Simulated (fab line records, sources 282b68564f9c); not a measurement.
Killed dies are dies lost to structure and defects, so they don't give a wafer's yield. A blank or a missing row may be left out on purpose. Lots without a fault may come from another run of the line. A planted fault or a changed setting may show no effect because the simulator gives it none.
A sampling plan put to the test | flow rit_cmos | one fab line, 29 faults that these records tell of, each judged on the records of the lots that it struck
The plan is the line's own looks: the steps of the route at which a gauge or an inspection reads the wafer and doesn't change it. A look can be judged if struck wafers have a number there and the file gives its usual mean and standard deviation on fault-free wafers. Caught: at a look after the fault's first step, the mean of the struck wafers lies 4 or more of those standard deviations (sigma) from the usual mean. On the tool: the same test on the tool's own readings at the fault's steps. Another recipe on the struck wafers, or a record that is blank for them alone, also counts as caught.

THE FAULTS, as the simulator had put them in
1. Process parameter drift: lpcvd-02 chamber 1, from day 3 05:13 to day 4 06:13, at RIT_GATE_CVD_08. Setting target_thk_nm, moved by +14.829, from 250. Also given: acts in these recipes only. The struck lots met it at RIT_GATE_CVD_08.
2. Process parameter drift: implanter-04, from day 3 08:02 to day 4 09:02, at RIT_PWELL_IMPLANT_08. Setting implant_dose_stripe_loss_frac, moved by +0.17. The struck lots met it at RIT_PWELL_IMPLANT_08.
3. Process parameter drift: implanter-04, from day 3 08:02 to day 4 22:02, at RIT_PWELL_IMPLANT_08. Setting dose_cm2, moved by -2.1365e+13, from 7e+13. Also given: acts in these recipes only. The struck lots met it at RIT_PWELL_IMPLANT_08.
4. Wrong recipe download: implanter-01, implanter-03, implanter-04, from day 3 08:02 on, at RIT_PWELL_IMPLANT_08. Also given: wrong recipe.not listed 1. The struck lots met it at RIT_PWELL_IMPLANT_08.
5. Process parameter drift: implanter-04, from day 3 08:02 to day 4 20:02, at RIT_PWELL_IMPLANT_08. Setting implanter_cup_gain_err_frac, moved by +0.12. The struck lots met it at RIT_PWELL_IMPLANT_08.
6. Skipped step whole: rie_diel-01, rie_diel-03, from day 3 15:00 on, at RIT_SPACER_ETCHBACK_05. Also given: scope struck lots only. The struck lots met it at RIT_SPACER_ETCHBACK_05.
7. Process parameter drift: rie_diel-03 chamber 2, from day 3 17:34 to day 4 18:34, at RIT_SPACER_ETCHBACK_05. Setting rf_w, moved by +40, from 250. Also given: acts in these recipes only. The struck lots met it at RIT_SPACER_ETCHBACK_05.
8. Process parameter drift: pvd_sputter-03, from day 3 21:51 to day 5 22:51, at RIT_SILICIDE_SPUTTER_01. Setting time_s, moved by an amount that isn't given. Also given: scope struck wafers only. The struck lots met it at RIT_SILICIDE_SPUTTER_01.
9. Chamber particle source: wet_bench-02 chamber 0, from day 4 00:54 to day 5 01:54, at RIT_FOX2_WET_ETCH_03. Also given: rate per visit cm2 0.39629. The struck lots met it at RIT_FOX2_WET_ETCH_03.
10. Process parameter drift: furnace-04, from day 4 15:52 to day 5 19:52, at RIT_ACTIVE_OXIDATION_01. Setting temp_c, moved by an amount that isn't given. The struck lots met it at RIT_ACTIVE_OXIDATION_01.
11. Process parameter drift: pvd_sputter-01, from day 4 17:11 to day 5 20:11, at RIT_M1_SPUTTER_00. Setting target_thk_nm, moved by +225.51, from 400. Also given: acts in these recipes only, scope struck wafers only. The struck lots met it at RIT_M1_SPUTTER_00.
12. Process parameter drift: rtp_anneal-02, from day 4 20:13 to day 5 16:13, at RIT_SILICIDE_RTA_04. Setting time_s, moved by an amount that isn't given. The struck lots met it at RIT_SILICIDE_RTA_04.
13. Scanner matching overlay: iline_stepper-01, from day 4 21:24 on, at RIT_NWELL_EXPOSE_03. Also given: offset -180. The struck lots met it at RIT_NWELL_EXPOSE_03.
14. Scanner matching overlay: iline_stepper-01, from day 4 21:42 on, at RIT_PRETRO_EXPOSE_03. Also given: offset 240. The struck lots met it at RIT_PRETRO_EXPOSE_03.
15. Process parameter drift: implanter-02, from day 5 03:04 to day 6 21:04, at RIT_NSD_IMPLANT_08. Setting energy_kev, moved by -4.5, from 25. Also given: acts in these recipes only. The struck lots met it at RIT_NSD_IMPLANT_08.
16. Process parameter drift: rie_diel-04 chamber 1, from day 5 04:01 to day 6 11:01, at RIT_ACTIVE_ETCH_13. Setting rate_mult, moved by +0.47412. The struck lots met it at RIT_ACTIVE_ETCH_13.
17. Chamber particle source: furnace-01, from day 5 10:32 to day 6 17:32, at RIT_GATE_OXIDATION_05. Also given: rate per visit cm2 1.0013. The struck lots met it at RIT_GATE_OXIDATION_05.
18. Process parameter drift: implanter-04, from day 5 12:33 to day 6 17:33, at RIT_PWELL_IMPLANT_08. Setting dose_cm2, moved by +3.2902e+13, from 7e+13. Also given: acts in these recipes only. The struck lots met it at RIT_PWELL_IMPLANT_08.
19. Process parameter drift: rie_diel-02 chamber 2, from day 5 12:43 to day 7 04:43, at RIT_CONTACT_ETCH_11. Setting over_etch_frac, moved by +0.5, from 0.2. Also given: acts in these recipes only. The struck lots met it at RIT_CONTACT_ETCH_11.
20. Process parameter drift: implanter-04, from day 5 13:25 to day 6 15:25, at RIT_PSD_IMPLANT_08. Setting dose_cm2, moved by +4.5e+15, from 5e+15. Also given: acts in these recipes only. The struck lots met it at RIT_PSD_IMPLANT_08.
21. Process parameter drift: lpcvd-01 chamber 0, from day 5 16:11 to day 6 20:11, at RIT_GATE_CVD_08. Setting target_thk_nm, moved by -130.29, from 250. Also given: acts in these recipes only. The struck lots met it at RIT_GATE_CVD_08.
22. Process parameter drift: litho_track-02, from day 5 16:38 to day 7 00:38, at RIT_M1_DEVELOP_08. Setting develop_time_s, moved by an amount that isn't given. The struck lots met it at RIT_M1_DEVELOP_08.
23. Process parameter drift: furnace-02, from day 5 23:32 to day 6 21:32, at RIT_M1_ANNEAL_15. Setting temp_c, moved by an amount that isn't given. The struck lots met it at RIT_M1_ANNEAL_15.
24. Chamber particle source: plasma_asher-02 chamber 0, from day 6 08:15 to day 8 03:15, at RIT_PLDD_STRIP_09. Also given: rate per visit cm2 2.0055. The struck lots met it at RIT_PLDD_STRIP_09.
25. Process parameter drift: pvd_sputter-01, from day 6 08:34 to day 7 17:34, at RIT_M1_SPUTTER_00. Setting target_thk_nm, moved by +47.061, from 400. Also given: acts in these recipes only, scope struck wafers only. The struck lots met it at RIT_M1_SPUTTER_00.
26. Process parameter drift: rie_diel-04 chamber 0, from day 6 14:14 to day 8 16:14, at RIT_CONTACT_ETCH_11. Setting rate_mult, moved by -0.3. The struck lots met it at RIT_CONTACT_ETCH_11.
27. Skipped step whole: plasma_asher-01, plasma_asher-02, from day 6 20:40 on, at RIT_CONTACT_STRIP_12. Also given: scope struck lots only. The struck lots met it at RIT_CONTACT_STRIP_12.
28. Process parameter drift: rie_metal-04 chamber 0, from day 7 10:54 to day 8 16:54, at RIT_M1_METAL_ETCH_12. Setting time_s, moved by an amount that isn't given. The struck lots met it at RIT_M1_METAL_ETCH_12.
29. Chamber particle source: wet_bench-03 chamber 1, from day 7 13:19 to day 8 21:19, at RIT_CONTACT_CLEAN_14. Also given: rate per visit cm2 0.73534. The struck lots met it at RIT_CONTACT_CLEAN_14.

WHAT THE PLAN SAW
fault | on the tool itself                               | first look that catches it                      | reading, sigma                              | median hours from its first step to that look | hours from the fault's start to the first struck lot there | judged looks passed uncaught
1     | under 2 sigma                                    | RIT_GATE_THK_MEAS_09                            | GATE_POLY_THK +6.5                          | 1.6                                           | 5                                                          | 0
2     | no reading that can be judged                    | RIT_WELLDRIVE_RS_MEAS_02                        | PWELL_RS +31                                | 5.8                                           | 8                                                          | 0
3     | dose_ions_cm2 -99 or beyond sigma                | RIT_PWELL_TW_MEAS_10                            | PWELL_TW -6.1                               | 0.3                                           | 2                                                          | 0
4     | no reading that can be judged                    | RIT_PWELL_TW_MEAS_10                            | PWELL_TW +98                                | 0.3                                           | 2                                                          | 0
5     | faraday_current_uA +5.5 sigma                    | RIT_WELLDRIVE_RS_MEAS_02                        | PWELL_RS +29                                | 5.8                                           | 8                                                          | 0
6     | the tool's record is blank for the struck wafers | no look after it can be judged                  | -                                           | -                                             | -                                                          | 0
7     | only faintly: drypump_motor_current_A +2.1 sigma | none of the 7 looks that can be judged after it | -                                           | -                                             | -                                                          | 7
8     | under 2 sigma                                    | RIT_SILICIDE_RS_MEAS_02                         | SILICIDE_TI_RS -11                          | 0.2                                           | 3                                                          | 0
9     | under 2 sigma                                    | no look after it can be judged                  | -                                           | -                                             | -                                                          | 0
10    | tube_center_temp_C -99 or beyond sigma           | RIT_ACTIVE_THK_MEAS_02                          | ACTIVE_OXIDE_THK -7.4                       | 1.9                                           | 4                                                          | 0
11    | under 2 sigma                                    | RIT_M1_RS_MEAS_01                               | M1_AL_RS -37                                | 0.3                                           | 19                                                         | 0
12    | under 2 sigma                                    | none of the 8 looks that can be judged after it | -                                           | -                                             | -                                                          | 8
13    | no reading that can be judged                    | RIT_NWELL_OVL_MEAS_06                           | NWELL_OVL -99 or beyond                     | 0.4                                           | 9                                                          | 0
14    | under 2 sigma                                    | RIT_PRETRO_OVL_MEAS_06                          | PRETRO_OVL +99 or beyond                    | 0.4                                           | 2                                                          | 0
15    | beam_energy_keV -99 or beyond sigma              | RIT_NSD_TW_MEAS_10                              | NSD_TW -5.4                                 | 0.3                                           | 7                                                          | 0
16    | only faintly: drypump_motor_current_A +2.0 sigma | no look after it can be judged                  | -                                           | -                                             | -                                                          | 0
17    | under 2 sigma                                    | no look after it can be judged                  | -                                           | -                                             | -                                                          | 0
18    | dose_ions_cm2 +99 or beyond sigma                | RIT_PWELL_TW_MEAS_10                            | PWELL_TW +7.8                               | 0.3                                           | 5                                                          | 0
19    | under 2 sigma                                    | no look after it can be judged                  | -                                           | -                                             | -                                                          | 0
20    | dose_ions_cm2 +99 or beyond sigma                | RIT_PSD_TW_MEAS_10                              | PSD_TW +4.5                                 | 0.3                                           | 2                                                          | 0
21    | under 2 sigma                                    | RIT_GATE_THK_MEAS_09                            | GATE_POLY_THK -56                           | 1.6                                           | 5                                                          | 0
22    | no reading that can be judged                    | not the one look that can be judged after it    | -                                           | -                                             | -                                                          | 1
23    | tube_center_temp_C -99 or beyond sigma           | not the one look that can be judged after it    | -                                           | -                                             | -                                                          | 1
24    | under 2 sigma                                    | no look after it can be judged                  | -                                           | -                                             | -                                                          | 0
25    | under 2 sigma                                    | RIT_M1_RS_MEAS_01                               | M1_AL_RS -11                                | 0.3                                           | 10                                                         | 0
26    | under 2 sigma                                    | no look after it can be judged                  | -                                           | -                                             | -                                                          | 0
27    | the tool's record is blank for the struck wafers | no look after it can be judged                  | -                                           | -                                             | -                                                          | 0
28    | run_length_s -99 or beyond sigma                 | not the one look that can be judged after it    | strongest: cd_nm at RIT_M1_CD_MEAS_90, +3.5 | -                                             | -                                                          | 1
29    | under 2 sigma                                    | no look after it can be judged                  | -                                           | -                                             | -                                                          | 0
A dash: the fault isn't caught, or these records don't give the number.

Caught at a look: 15 of 29. Caught on the tool: 10 of 29. By one or the other: 19 of 29.
Caught on the tool alone: faults 6, 23, 27, 28.
Caught at a look alone: faults 1, 2, 4, 8, 11, 13, 14, 21, 25.
Caught by neither: faults 7, 9, 12, 16, 17, 19, 22, 24, 26, 29.

THINNER SAMPLING
If the look that catches a fault measured only every second or every third lot, by lot number, the first struck lot would be measured this late in the worst case:
fault | struck lots at that look, in order of time | every lot | every second lot | every third lot
1     | L513, L516                                 | 5 h       | 19 h             | may miss all 2
2     | L499, L501                                 | 8 h       | may miss all 2   | may miss all 2
3     | L946, L948                                 | 2 h       | may miss all 2   | may miss all 2
4     | L424, L425, L426, L427                     | 2 h       | 10 h             | 14 h
5     | L346, L348                                 | 8 h       | may miss all 2   | may miss all 2
8     | L843, L850                                 | 3 h       | 39 h             | may miss all 2
10    | L317, L319                                 | 4 h       | may miss all 2   | may miss all 2
11    | L370                                       | 19 h      | may miss it      | may miss it
13    | L415, L418, L419                           | 9 h       | 32 h             | may miss all 3
14    | L357, L363                                 | 2 h       | may miss all 2   | may miss all 2
15    | L621, L622                                 | 7 h       | 11 h             | may miss all 2
18    | L457, L459                                 | 5 h       | may miss all 2   | may miss all 2
20    | L786, L787, L788                           | 2 h       | 6 h              | 19 h
21    | L131, L132                                 | 5 h       | 14 h             | may miss all 2
25    | L629, L631                                 | 10 h      | may miss all 2   | may miss all 2
Hours are from the fault's start to the first struck lot that is measured. The limit of 4 sigma was tested on all struck wafers together, so one lot alone may lie under it. Other struck lots may not be in these records.

THE LONGEST TIMED WAY FROM STEP TO LOOK
Fault 2: a median of 5.8 hours passes between RIT_PWELL_IMPLANT_08 and RIT_WELLDRIVE_RS_MEAS_02. No look between them can be judged.
